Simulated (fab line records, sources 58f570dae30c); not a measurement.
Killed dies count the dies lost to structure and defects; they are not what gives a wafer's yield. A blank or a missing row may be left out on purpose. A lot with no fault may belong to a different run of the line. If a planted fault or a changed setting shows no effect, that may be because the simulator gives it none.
The tool behind it: which one? -- flow berkeley cmos170 -- 45 wafers from 15 lots sampled at 3 of the route's 331 steps

## WHAT THE GAUGES SHOWED, per wafer
UCB170_PSD_TW_MEAS_10.
lot,measured,on,PSD_TW
L847,day 6 15:49,film metro-03,2310 2328 2339
L846,day 6 15:56,film metro-02,2297 2296 2310
L848,day 6 16:06,film metro-04,2340 2332 2340
L849,day 7 04:26,film metro-02,2318 2307 2303
L850,day 7 04:43,film metro-04,2331 2343 2341
L851,day 7 12:58,film metro-03,2325 2320 2315
L852,day 7 22:26,film metro-02,2306 2307 2309
L853,day 8 09:37,film metro-04,2316 2326 2318
L855,day 8 09:46,film metro-02,2285 2283 2280
L854,day 8 09:49,film metro-04,2325 2347 2337
L862,day 9 15:36,film metro-03,2320 2330 2330
L865,day 10 01:57,film metro-02,2303 2296 2287
L869,day 11 02:07,film metro-03,2342 2328 2315
L867,day 11 02:16,film metro-04,2317 2335 2340
L868,day 11 01:59,film metro-02,2290 2296 2291

UCB170_CONTACT_CD_MEAS_15: target cd 700 nm.
lot,measured,on,cd nm (nm)
L847,day 6 23:34,cd sem-01,699.5 698.5 699.5
L846,day 7 00:35,cd sem-01,699.8 700.8 701.0
L848,day 7 01:31,cd sem-01,699.9 700.7 700.6
L849,day 7 13:07,cd sem-01,701.3 700.5 700.9
L850,day 7 12:51,cd sem-01,699.3 700.1 701.1
L851,day 7 22:12,cd sem-01,699.3 699.5 699.7
L852,day 8 06:56,cd sem-02,701.0 701.7 701.5
L853,day 8 17:59,cd sem-02,700.2 700.3 700.1
L855,day 8 20:02,cd sem-01,700.1 700.6 700.4
L854,day 8 20:09,cd sem-02,697.4 696.8 699.7
L862,day 10 01:22,cd sem-02,701.7 700.8 701.3
L865,day 10 12:10,cd sem-02,699.2 701.6 701.6
L869,day 11 11:12,cd sem-02,699.5 700.2 700.5
L867,day 11 11:29,cd sem-01,700.5 699.6 700.8
L868,day 11 11:47,cd sem-01,701.3 701.0 700.9

## WHAT TOOL EACH LOT RAN ON (gives the tool, then ch and the chambers of the sampled wafers, and finally the start)
lot,UCB170_PLDD_IMPLANT_09
L847,"implanter-02 ch 0, day 6 07:36"
L846,"implanter-04 ch 0, day 6 07:53"
L848,"implanter-02 ch 0, day 6 08:14"
L849,"implanter-04 ch 0, day 6 21:37"
L850,"implanter-02 ch 0, day 6 22:02"
L851,"implanter-02 ch 0, day 7 04:32"
L852,"implanter-02 ch 0, day 7 13:17"
L853,"implanter-02 ch 0, day 8 00:16"
L855,"implanter-04 ch 0, day 8 00:25"
L854,"implanter-02 ch 0, day 8 00:40"
L862,"implanter-04 ch 0, day 9 05:45"
L865,"implanter-04 ch 0, day 9 18:31"
L869,"implanter-02 ch 0, day 10 15:55"
L867,"implanter-04 ch 0, day 10 16:05"
L868,"implanter-02 ch 0, day 10 16:23"
- UCB170_PLDD_IMPLANT_09

## AS READ BY THE TOOLS THEMSELVES (means over the sampled wafers that have a number; for cases with no such wafer, the mark the record gives instead)
UCB170_PLDD_IMPLANT_09.
lot,tool,beam energy keV,faraday current uA,tilt deg (degrees)
L847,implanter-02,9.993,161,6.977
L846,implanter-04,10.000,157,7.002
L848,implanter-02,10.001,155,7.009
L849,implanter-04,9.997,159,6.998
L850,implanter-02,10.000,160,6.993
L851,implanter-02,9.997,160,6.978
L852,implanter-02,10.221,158,6.996
L853,implanter-02,10.216,160,6.998
L855,implanter-04,9.997,158,7.006
L854,implanter-02,10.226,156,7.006
L862,implanter-04,10.002,159,7.006
L865,implanter-04,9.998,159,6.990
L869,implanter-02,9.999,159,7.018
L867,implanter-04,9.998,160,7.011
L868,implanter-02,9.999,155,6.979

## THE ANSWER, worked out from the rows above alone
Rule: the lots themselves supply what counts as usual. Put in order of their means at a reading, lots are off if they are a third of the lots or fewer, leave a main group of 4 or more, and stand apart from it by a gap of 3 or more times the standard deviation of the main group's means; of several such gaps the widest counts. A main group is skipped when, at the precision printed for the reading in the tables above, its means are all equal. Also off: a lot with no number at a reading for which 4 or more lots have one. Any other lot the step has rows for is counted as sound. The gauges are gone through in route order, then the tools' own readings, and for those a lot's mean is taken as printed above. The first step at which some lot is off is used, and at that step the reading that is off furthest; a lot without a number counts as furthest.
Off: L852, L853, L854, at UCB170_PLDD_IMPLANT_09 (beam energy keV). Main group: mean 9.998, sd 0.0023.
A tool fits if, at that step or a process step before it, it ran every lot that is off, and no sound lot after the first of them. Not one of the candidates tried fits.

## WHAT THE SIMULATOR HAD PUT IN
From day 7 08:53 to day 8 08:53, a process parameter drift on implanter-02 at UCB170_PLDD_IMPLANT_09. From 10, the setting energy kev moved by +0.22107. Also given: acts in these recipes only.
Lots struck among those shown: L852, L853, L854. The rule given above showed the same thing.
